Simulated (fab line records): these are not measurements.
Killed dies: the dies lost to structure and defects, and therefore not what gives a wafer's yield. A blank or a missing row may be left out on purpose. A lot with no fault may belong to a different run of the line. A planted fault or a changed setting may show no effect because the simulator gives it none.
fab line records -- flow berkeley-cmos170
record lots=5, wafers=23
route steps=331 shown V1@268 M3@319
start-h: hours from the record's first day to the start of the lot's first wafer shown -- wait-h: time in hours since the lot's previous step -- " same as the row above -- L1.1+2: a single row standing in for several wafers -- - either no value or no given start -- * or withheld: withheld -- < > ~ a bound
route shown NAME@n: a module of which the file shows steps, and the number in the route of the first -- usual: average and standard deviation across the fault-free wafers -- same: alike in all rows -- chamber/n: place in a boat -- sites: each site's reading -- _std_site: how widely they spread, as a standard deviation -- _edge_site: outer sites' mean less inner sites' -- radius-mm: how far each site lies from the wafer's centre -- mask NAME#n: copy n -- behind: the last tool/chamber to shape the wafer -- hold: why the lot went on hold/how many hours it stayed there/how the hold came to an end -- device: whichever transistor did not switch (one of n, p or np) -- end of line: tests run on the same wafers once the route is complete -- a step with no rows: only its recipe -- killed: the dies lost at the first sort to structure and to defects; this is not the yield of the wafer -- map: shows each die of a wafer: x if killed, . if not, _ if none is there
set.NAME: setting as actually run; set.NAME@STEP: the setting as run at that earlier step -- model.NAME: the simulator's own value behind a step, which no gauge read
lots where settings were altered on purpose, with a table for each step and a row for each wafer
## steps
# step UCB170_V1_ETCH_14
# recipe chemistry=CHF3/CF4/Ar, target=SiO2, stop-on=Al, CHF3_flow_sccm=45, cf4-flow-sccm=15, Ar_flow_sccm=150, pressure-mtorr=200, rf-w=700, target-depth-a=12500, over-etch-frac=0.25, time-s=291
lot.wafer,tool,chamber,start-h,wait-h,set.over-etch-frac,model.KrF_of_V1_COAT_07.thk-nm
L076.1,rie-diel-02,3,166.05,0.0,0.25,610.9
L076.2,rie-diel-02,0,166.05,0.0,0.25,612.6
L076.3,rie-diel-02,2,166.05,0.0,0.25,612.4
L076.5,rie-diel-02,0,166.05,0.0,0.25,612.3
L076.6,rie-diel-02,3,166.05,0.0,0.25,612.2
L079.2,rie-diel-04,1,184.54,0.0,0.25,609.6
L079.3,rie-diel-04,2,184.54,0.0,0.25,612.7
L079.5,rie-diel-04,3,184.54,0.0,0.25,612.3
L080.1,rie-diel-03,3,184.64,0.0,0.25,614.1
L080.2,rie-diel-03,2,184.64,0.0,0.25,612.6
L080.3,rie-diel-03,0,184.64,0.0,0.25,609
L080.5,rie-diel-03,2,184.64,0.0,0.25,610.1
L080.6,rie-diel-03,3,184.64,0.0,0.25,614.6
L082.1,rie-diel-02,0,188.98,0.0,0.1759,630.4
L082.2,rie-diel-02,1,188.98,0.0,0.1759,627.8
L082.3,rie-diel-02,3,188.98,0.0,0.25,615.3
L082.4,rie-diel-02,2,188.98,0.0,0.25,615.5
L082.5,rie-diel-02,3,188.98,0.0,0.25,616.6
L084.2,rie-diel-02,2,200.79,0.0,0.25,607.7
L084.3,rie-diel-02,3,200.79,0.0,0.25,611.7
L084.4,rie-diel-02,1,200.79,0.0,0.25,609.2
L084.5,rie-diel-02,3,200.79,0.0,0.2917,599.2
L084.6,rie-diel-02,2,200.79,0.0,0.2917,597.4
# step UCB170_V1_STRIP_15
# recipe chemistry=O2, power-w=400, pressure-mtorr=3500, platen-temp-c=withheld, o2-flow-sccm=400, overash-fraction=0.5
# usual strip-time-to-endpoint-s=15.31/0.08
lot.wafer,tool,chamber,start-h,wait-h,set.over-etch-frac@V1_ETCH_14,strip-time-to-endpoint-s
L076.1,plasma-asher-03,1,166.23,0.1,0.25,15.33
L076.2,plasma-asher-03,0,166.23,0.1,0.25,15.37
L076.3,plasma-asher-03,1,166.23,0.1,0.25,15.36
L076.5,plasma-asher-03,1,166.23,0.1,0.25,15.38
L076.6,plasma-asher-03,0,166.23,0.1,0.25,15.39
L079.2,plasma-asher-03,0,184.72,0.1,0.25,15.32
L079.3,plasma-asher-03,1,184.72,0.1,0.25,15.38
L079.5,plasma-asher-03,0,184.72,0.1,0.25,15.35
L080.1,plasma-asher-03,1,184.82,0.1,0.25,15.41
L080.2,plasma-asher-03,0,184.82,0.1,0.25,15.38
L080.3,plasma-asher-03,0,184.82,0.1,0.25,15.28
L080.5,plasma-asher-03,1,184.82,0.1,0.25,15.32
L080.6,plasma-asher-03,0,184.82,0.1,0.25,15.43
L082.1,plasma-asher-04,0,189.16,0.1,0.1759,15.79
L082.2,plasma-asher-04,1,189.16,0.1,0.1759,15.75
L082.3,plasma-asher-04,0,189.16,0.1,0.25,15.41
L082.4,plasma-asher-04,1,189.16,0.1,0.25,15.45
L082.5,plasma-asher-04,0,189.16,0.1,0.25,15.48
L084.2,plasma-asher-04,1,200.97,0.1,0.25,15.26
L084.3,plasma-asher-04,0,200.97,0.1,0.25,15.35
L084.4,plasma-asher-04,1,200.97,0.1,0.25,15.29
L084.5,plasma-asher-04,1,200.97,0.1,0.2917,15.06
L084.6,plasma-asher-04,0,200.97,0.1,0.2917,15.03
# step UCB170_M3_COAT_10
# recipe resist=KrF, spin-rpm=1500, resist-thk-nm=900
lot.wafer,tool,chamber,start-h,wait-h,set.spin-rpm,model.KrF_of_M3_COAT_10.thk-nm
L076.1,litho-track-03,0,-,-,1581,873.4
L076.2,litho-track-03,0,-,-,1500,900.5
L076.3,litho-track-03,0,-,-,1581,877
L076.5,litho-track-03,0,-,-,1500,899.4
L076.6,litho-track-03,0,-,-,1500,899.6
L079.2,litho-track-01,0,-,-,1500,900.7
L079.3,litho-track-01,0,-,-,1500,896.8
L079.5,litho-track-01,0,-,-,1500,897.9
L080.1,litho-track-01,0,-,-,1570,874.2
L080.2,litho-track-01,0,-,-,1500,894.9
L080.3,litho-track-01,0,-,-,1570,875.6
L080.5,litho-track-01,0,-,-,1500,894.5
L080.6,litho-track-01,0,-,-,1570,874.4
L082.1,litho-track-04,0,-,-,1429,923.4
L082.2,litho-track-04,0,-,-,1500,901.9
L082.3,litho-track-04,0,-,-,1429,924.8
L082.4,litho-track-04,0,-,-,1500,902
L082.5,litho-track-04,0,-,-,1500,902.2
L084.2,litho-track-03,0,-,-,1440,918.4
L084.3,litho-track-03,0,-,-,1440,915.8
L084.4,litho-track-03,0,-,-,1500,896.6
L084.5,litho-track-03,0,-,-,1500,897.8
L084.6,litho-track-03,0,-,-,1440,919
## key
split step=UCB170_V1_ETCH_14, setting=over-etch-frac, stated=0.25, by=wafer
response step=UCB170_V1_ETCH_14, reading=model.KrF_of_V1_COAT_07.thk-nm, change=-0.502, per=1%, r=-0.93
response step=UCB170_V1_STRIP_15, reading=strip-time-to-endpoint-s, change=*, per=1%, r=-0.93
split step=UCB170_M3_COAT_10, setting=spin-rpm, stated=1500, by=wafer
response step=UCB170_M3_COAT_10, reading=model.KrF_of_M3_COAT_10.thk-nm, change=-4.62, per=1%, r=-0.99
